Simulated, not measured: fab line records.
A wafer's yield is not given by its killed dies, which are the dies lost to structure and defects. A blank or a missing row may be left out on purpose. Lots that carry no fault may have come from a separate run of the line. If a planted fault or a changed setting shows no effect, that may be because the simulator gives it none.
What tool caused it? | flow berkeleyCmos170 | Sampling: 13 lots, 39 wafers, 3 of 331 route steps

== WHAT THE GAUGES SHOWED, per wafer ==
UCB170_M1_RS_MEAS_01: the measuring method here is four-point-probe. Usual: M1_AL_RS gives 0.0486 ohm/sq (standard deviation 0.00044).
lot  | measured     | on           | M1_AL_RS (ohm/sq)    | flag
L982 | day 7 21:49  | filmMetro-03 | 0.0489 0.0485 0.0490 | 
L981 | day 7 23:06  | filmMetro-01 | 0.0483 0.0481 0.0486 | 
L983 | day 8 01:55  | filmMetro-03 | 0.0488 0.0495 0.0492 | 
L985 | day 8 07:05  | filmMetro-03 | 0.0487 0.0483 0.0485 | 
L984 | day 8 08:15  | filmMetro-01 | 0.0482 0.0487 0.0485 | 
L986 | day 8 09:41  | filmMetro-04 | 0.0488 0.0490 0.0485 | 
L987 | day 8 15:34  | filmMetro-04 | 0.0487 0.0490 0.0485 | 
L996 | day 11 01:34 | filmMetro-03 | 0.0487 0.0251 0.0251 | OFF
L998 | day 11 04:32 | filmMetro-01 | 0.0485 0.0252 0.0490 | OFF
L100 | day 11 23:02 | filmMetro-04 | 0.0485 0.0492 0.0490 | 
L101 | day 12 01:03 | filmMetro-01 | 0.0483 0.0483 0.0482 | 
L104 | day 12 13:47 | filmMetro-03 | 0.0490 0.0491 0.0494 | 
L103 | day 12 14:21 | filmMetro-03 | 0.0495 0.0491 0.0491 | 

UCB170_M1_THK_MEAS_02: measures by xrf. Usual: M1_AL_THK gives 605 nm (standard deviation 6.2).
lot  | measured     | on           | M1_AL_THK (nm) | flag
L982 | day 7 21:56  | filmMetro-03 | 602 605 601    | 
L981 | day 7 23:13  | filmMetro-01 | 605 608 605    | 
L983 | day 8 02:02  | filmMetro-03 | 602 594 599    | 
L985 | day 8 07:12  | filmMetro-03 | 606 609 602    | 
L984 | day 8 08:20  | filmMetro-01 | 606 604 606    | 
L986 | day 8 09:49  | filmMetro-04 | 603 596 604    | 
L987 | day 8 15:41  | filmMetro-04 | 602 597 603    | 
L996 | day 11 01:41 | filmMetro-03 | 602 1168 1165  | OFF
L998 | day 11 04:38 | filmMetro-01 | 604 1156 597   | OFF
L100 | day 11 23:08 | filmMetro-04 | 612 606 605    | 
L101 | day 12 01:09 | filmMetro-01 | 605 606 607    | 
L104 | day 12 13:55 | filmMetro-03 | 597 596 591    | 
L103 | day 12 14:28 | filmMetro-03 | 594 597 597    | 

== TOOL THAT RAN EACH LOT (tool first, then ch and the chambers of the sampled wafers, then the start) ==
lot  | UCB170_M1_SPUTTER_00
L982 | pvdSputter-01, day 7 21:45
L981 | pvdSputter-04, day 7 23:02
L983 | pvdSputter-01, day 8 01:52
L985 | pvdSputter-04, day 8 07:01
L984 | pvdSputter-02, day 8 08:04
L986 | pvdSputter-04, day 8 09:38
L987 | pvdSputter-01, day 8 15:31
L996 | pvdSputter-04, day 11 01:30
L998 | pvdSputter-04, day 11 04:27
L100 | pvdSputter-01, day 11 22:57
L101 | pvdSputter-02, day 12 00:57
L104 | pvdSputter-01, day 12 13:44
L103 | pvdSputter-02, day 12 14:16
- UCB170_M1_SPUTTER_00: material Al, target thk 600 nm, time 80 s.

== WHAT THE TOOLS THEMSELVES READ (means of the sampled wafers that have a number; where no wafer has one, the mark that the record gives instead) ==
UCB170_M1_SPUTTER_00. Usual: throttleValvePct 29.9 %, standard deviation 1.2.
lot  | tool          | throttleValvePct (%) | flag
L982 | pvdSputter-01 | 30.7                 | 
L981 | pvdSputter-04 | 30.0                 | 
L983 | pvdSputter-01 | 30.4                 | 
L985 | pvdSputter-04 | 30.1                 | 
L984 | pvdSputter-02 | 29.4                 | 
L986 | pvdSputter-04 | 30.6                 | 
L987 | pvdSputter-01 | 30.4                 | 
L996 | pvdSputter-04 | 29.7                 | 
L998 | pvdSputter-04 | 30.2                 | 
L100 | pvdSputter-01 | 31.7                 | 
L101 | pvdSputter-02 | 29.3                 | 
L104 | pvdSputter-01 | 31.5                 | 
L103 | pvdSputter-02 | 27.8                 | 

== THE ANSWER, worked out from the rows above alone ==
Rule: take the mean of a lot's wafers that have a number; if it is more than 3 standard deviations from the usual mean, the lot is off. A lot without any number at a reading at which 4 lots or more have one is off too. All remaining lots with rows at the step are treated as sound. After the gauges, taken in route order, come the tools' own readings; for these a lot's mean is taken, as printed above. At the first step where some lot is off, the reading lying furthest off is the one used; lots without a number count as furthest.
Off: at UCB170_M1_RS_MEAS_01 (M1_AL_RS), L996, L998.
A tool fits if, at a process step before that reading, it ran every lot that is off, and no sound lot after the first of them. Those tools and the gauges at UCB170_M1_RS_MEAS_01 are tried in the same way. One fits: UCB170_M1_SPUTTER_00 on pvdSputter-04. A fault onset in the window from L986 (day 8 09:38, its last sound lot) to L996 (day 11 01:30, its first lot off) fits.

== WHAT THE SIMULATOR HAD INSERTED ==
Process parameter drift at UCB170_M1_SPUTTER_00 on pvdSputter-04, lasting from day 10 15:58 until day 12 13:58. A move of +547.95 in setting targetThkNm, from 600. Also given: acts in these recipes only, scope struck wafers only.
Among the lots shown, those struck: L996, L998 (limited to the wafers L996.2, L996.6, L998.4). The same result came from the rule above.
